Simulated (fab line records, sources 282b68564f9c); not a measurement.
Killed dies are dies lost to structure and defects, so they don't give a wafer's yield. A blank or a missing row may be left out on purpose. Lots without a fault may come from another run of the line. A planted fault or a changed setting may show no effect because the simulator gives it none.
A struck lot beside a sound one | flow rit_cmos | 28 steps out of a route of 202
Sound: wafers L780.2, L780.5, L780.6. Struck: wafers L776.2, L776.3, L776.4. The cause comes at the end.
At each step with rows: each side's tool, then ch and its chambers, then its first start. Under that, the readings that differ: sound wafers | struck wafers | difference of the means | sigmas: that difference in standard deviations of wafers without a fault.
alike: readings whose means differ by less than 2 such deviations, and words and numbers that are the same on both sides. not compared: withheld readings, readings that some wafer has no value for, bounds like >300 that may hide the same value, and numbers for which the record gives no deviation and whose values overlap.
The two part at a step that has a row with sigmas, a row that says differs or no value, or rows on one side only. Numbers that don't overlap but have no deviation are shown without sigmas and don't part them. A reading that every wafer of one side lacks parts them only if that side has two wafers or more.

RIT_ACTIVE_BOW_MEAS_00:
  sound on film_metro-02, day 4 13:01; struck on film_metro-02, day 3 17:01
  alike: INCOMING_BOW
RIT_ACTIVE_OXIDATION_01: target thk 46.8 nm, ox time 3202 s.
  sound on furnace-04 ch 0, day 4 13:07; struck on furnace-01 ch 0, day 3 17:07
  reading                                       | sound             | struck            | difference | sigmas
  model.SiO2_of_ACTIVE_OXIDATION_01.thk_nm (nm) | 46.81 46.93 46.13 | 42.92 42.09 41.78 | -4.36      |
  alike: spike_tc_source_C
RIT_ACTIVE_THK_MEAS_02:
  sound on film_metro-03, day 4 15:04; struck on film_metro-02, day 3 19:04
  reading               | sound          | struck         | difference | sigmas
  ACTIVE_OXIDE_THK (nm) | 46.8 46.9 46.1 | 43.0 42.1 41.8 | -4.3       | -4
then, 1 step without rows for these wafers: RIT_ACTIVE_CVD_03 (deposits Si3N4 from SiH2Cl2/NH3, target thk 150 nm, time 1500 s).
RIT_ACTIVE_THK_MEAS_04:
  sound on film_metro-02, day 4 16:32; struck on film_metro-01, day 3 20:32
  alike: ACTIVE_NITRIDE_THK
then, 6 steps without rows for these wafers: RIT_ACTIVE_HMDS_05 (prime time 60 s); RIT_ACTIVE_COAT_06 (resist thk 1000 nm); RIT_ACTIVE_SOFTBAKE_07 (time 60 s); RIT_ACTIVE_EXPOSE_08 (exposes mask M1, target cd 1400 nm); RIT_ACTIVE_PEB_09; RIT_ACTIVE_DEVELOP_10 (develop time 50 s).
RIT_ACTIVE_CD_MEAS_11: target cd 1400 nm.
  sound on cd_sem-02, day 4 17:35; struck on cd_sem-01, day 3 21:28
  alike: cd_nm
then, 1 step without rows for these wafers: RIT_ACTIVE_HARDBAKE_12 (time 60 s).
RIT_ACTIVE_ETCH_13: etches Si3N4 in SF6, stops on SiO2, time 210 s, target depth 210 nm.
  sound on rie_diel-02 ch 0,2,3, day 4 17:50; struck on rie_diel-01 ch 0,1,2, day 3 21:43
  alike: drypump_motor_current_A, oes_product_au, throttle_valve_pct
  not compared: rf_hours_counter_h
RIT_ACTIVE_STRIP_14: strips in O2, time 180 s.
  sound on plasma_asher-03 ch 0,1, day 4 17:58; struck on plasma_asher-03 ch 0,1, day 3 21:50
  alike: drypump_motor_current_A
  not compared: rf_hours_counter_h
RIT_ACTIVE_CD_MEAS_90: target cd 1400 nm.
  sound on cd_sem-02, day 4 18:10; struck on cd_sem-02, day 3 22:02
  alike: cd_nm
then, 4 steps without rows for these wafers: RIT_ACTIVE_CLEAN_15 (cleans in SC1, time 600 s); RIT_ACTIVE_CLEAN_16 (cleans in dHF, time 30 s); RIT_ACTIVE_CLEAN_17 (cleans in SC2, time 600 s); RIT_FOX1_OXIDATION_00 (target thk 350.7 nm, ox time 1130 s).
RIT_FOX1_THK_MEAS_01:
  sound on film_metro-01, day 4 19:57; struck on film_metro-01, day 3 23:52
  alike: FOX1_OXIDE_THK
then, 2 steps without rows for these wafers: RIT_FOX1_WET_ETCH_02 (etches SiO2 in BOE, target depth 350 nm, time 390 s); RIT_FOX2_OXIDATION_00 (target thk 350.7 nm, ox time 1130 s).
RIT_FOX2_THK_MEAS_01:
  sound on film_metro-01, day 4 21:26; struck on film_metro-04, day 4 01:21
  alike: FOX2_OXIDE_THK
then, 1 step without rows for these wafers: RIT_FOX2_CLEAN_02 (cleans in dHF, time 180 s).
RIT_FOX2_WET_ETCH_03: etches Si3N4 in H3PO4, target depth 195 nm, time 2700 s.
  sound on wet_bench-03 ch 1, day 4 21:33; struck on wet_bench-03 ch 3, day 4 01:28
  reading                                       | sound            | struck            | difference | sigmas
  model.SiO2_of_ACTIVE_OXIDATION_01.thk_nm (nm) | 40.36 40.21 40.9 | 38.09 36.08 34.36 | -4.31      |
RIT_FOX2_THK_MEAS_90:
  sound on film_metro-03, day 4 22:19; struck on film_metro-03, day 4 02:14
  alike: FIELD_OXIDE_LEFT_1_THK
RIT_M1_PROBE_99:
  sound on prober-01, day 6 14:08; struck on prober-01, day 5 17:50
  reading                             | sound             | struck            | difference | sigmas
  model.etest.nldd.width_nm (nm)      | 3182 3170 3190    | 3220 3230 3229    | +46        |
  model.etest.pldd.width_nm (nm)      | 3166 3177 3196    | 3234 3236 3230    | +54        |
  model.etest.nplus_sal.width_nm (nm) | 3408 3422 3460    | 3485 3479 3475    | +50        |
  model.etest.nmos_narrow.drive_ua_um | 219.7 216.9 223.3 | 241.2 245.7 240.6 | +22.5      |
  model.etest.pmos_narrow.drive_ua_um | 97.28 95.5 97.43  | 105.8 109.2 106.6 | +10.5      |
  alike: killed_at_front_end, killed_dies, killed_open, killed_short
  not compared: model.etest.pplus_sal.width_nm, model.etest.cap_n_gate.c_min_ff_um2

WHERE THEY PART
Only at RIT_ACTIVE_THK_MEAS_02, within this record. Later steps at which nothing parts them and some readings are alike: RIT_ACTIVE_THK_MEAS_04, RIT_ACTIVE_CD_MEAS_11, RIT_ACTIVE_ETCH_13, RIT_ACTIVE_STRIP_14, RIT_ACTIVE_CD_MEAS_90, RIT_FOX1_THK_MEAS_01, RIT_FOX2_THK_MEAS_01, RIT_FOX2_THK_MEAS_90, RIT_M1_PROBE_99.

WHY: what the simulator had put in
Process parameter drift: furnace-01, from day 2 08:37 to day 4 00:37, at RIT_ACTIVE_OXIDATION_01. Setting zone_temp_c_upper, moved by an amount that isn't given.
